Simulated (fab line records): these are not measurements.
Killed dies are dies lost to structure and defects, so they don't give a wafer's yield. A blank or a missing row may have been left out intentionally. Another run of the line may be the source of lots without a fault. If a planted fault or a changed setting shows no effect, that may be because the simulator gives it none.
A struck lot beside a sound one + flow rit cmos + 22 steps out of a route of 202
Sound: these wafers, L724.3, L724.5, L724.6. Wafers struck: L732.1, L732.3, L732.6. The cause comes at the end.
For every step that has rows: the tool of each side, followed by ch and its chambers, followed by its first start. Under that, the readings that differ: sound wafers + struck wafers + difference of the means + sigmas: that difference in standard deviations of wafers without a fault.
alike: words and numbers the same on both sides, and readings whose means are apart by under 2 such deviations; not compared: readings that were withheld, readings missing a value for some wafer, numbers with overlapping values and no deviation given by the record, and bounds like >300 which may hide the same value.
Wherever a step has rows on one side only, a row that says differs or no value, or a row with sigmas, the two part there. When numbers do not overlap yet have no deviation, they are printed without sigmas and do not part them. A reading that every wafer of one side lacks parts them only if that side has two wafers or more.

first, 2 steps without rows for these wafers: RIT_NSD_HARDBAKE_07 (time 60 s); RIT_NSD_IMPLANT_08.
RIT_NSD_STRIP_09: strips in O2, time 180 s.
  sound on plasma asher-03 ch 0,1, day 4 22:18; struck on plasma asher-02 ch 0,1, day 6 10:31
  alike: drypump motor current A
  not compared: rf hours counter h
RIT_NSD_TW_MEAS_10:
  sound on film metro-03, day 4 22:26; struck on film metro-04, day 6 10:41
  alike: NSD_TW
then, 6 steps without rows for these wafers: RIT_PSD_HMDS_00 (prime time 60 s); RIT_PSD_COAT_01 (resist thk 1000 nm); RIT_PSD_SOFTBAKE_02 (time 60 s); RIT_PSD_EXPOSE_03 (exposes mask M10, target cd 40900 nm); RIT_PSD_PEB_04; RIT_PSD_DEVELOP_05 (develop time 50 s).
RIT_PSD_OVL_MEAS_06:
  sound on overlay-01, day 4 23:20; struck on overlay-02, day 6 11:49
  alike: PSD_OVL
then, 1 step without rows for these wafers: RIT_PSD_HARDBAKE_07 (time 60 s).
RIT_PSD_IMPLANT_08:
  sound on implanter-02 ch 0, day 4 23:34; struck on implanter-02 ch 0, day 6 12:00
| reading            | sound             | struck              | difference | sigmas      |
|--------------------|-------------------|---------------------|------------|-------------|
| tilt deg (degrees) | 6.999 7.014 7.003 | -0.022 0.014 -0.054 | -7.026     | -99 or more |
RIT_PSD_STRIP_09: strips in O2, time 180 s.
  sound on plasma asher-03 ch 0,1, day 4 23:43; struck on plasma asher-04 ch 0, day 6 12:09
  alike: drypump motor current A
  not compared: rf hours counter h
RIT_PSD_TW_MEAS_10:
  sound on film metro-03, day 4 23:51; struck on film metro-03, day 6 12:19
| reading | sound          | struck         | difference | sigmas |
|---------|----------------|----------------|------------|--------|
| PSD_TW  | 3439 3449 3441 | 3317 3320 3307 | -128       | -5     |
then, 3 steps without rows for these wafers: RIT_SDANNEAL_CLEAN_00 (cleans in SC1, time 600 s); RIT_SDANNEAL_CLEAN_01 (cleans in dHF, time 30 s); RIT_SDANNEAL_CLEAN_02 (cleans in SC2, time 600 s).
RIT_SDANNEAL_RTA_03: time 5 s.
  sound on rtp anneal-01 ch 0, day 5 00:17; struck on rtp anneal-02 ch 0, day 6 12:47
  alike: wafer_temp_C_max
RIT_SDANNEAL_RS_MEAS_04: the measuring method here is four-point-probe.
  sound on film metro-04, day 5 00:22; struck on film metro-01, day 6 12:50
| reading         | sound             | struck            | difference | sigmas |
|-----------------|-------------------|-------------------|------------|--------|
| PSD_RS (ohm/sq) | 116.0 115.5 115.5 | 124.7 124.7 124.7 | +9.0       | +28    |
RIT_SDANNEAL_RS_MEAS_05: the measuring method here is four-point-probe.
  sound on film metro-04, day 5 00:29; struck on film metro-01, day 6 12:58
  alike: NSD_RS
next, for these wafers, 1 step has no rows: RIT_M1_PROBE_99.

== WHERE THEY PART ==
First at RIT_PSD_IMPLANT_08; last, within this record, at RIT_SDANNEAL_RS_MEAS_04. Later steps at which nothing parts them and some readings are alike: RIT_SDANNEAL_RS_MEAS_05.

WHY: what the simulator had put in
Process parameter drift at RIT_PSD_IMPLANT_08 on implanter-02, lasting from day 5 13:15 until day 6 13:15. Setting tilt deg shifted by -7 from 7. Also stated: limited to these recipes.
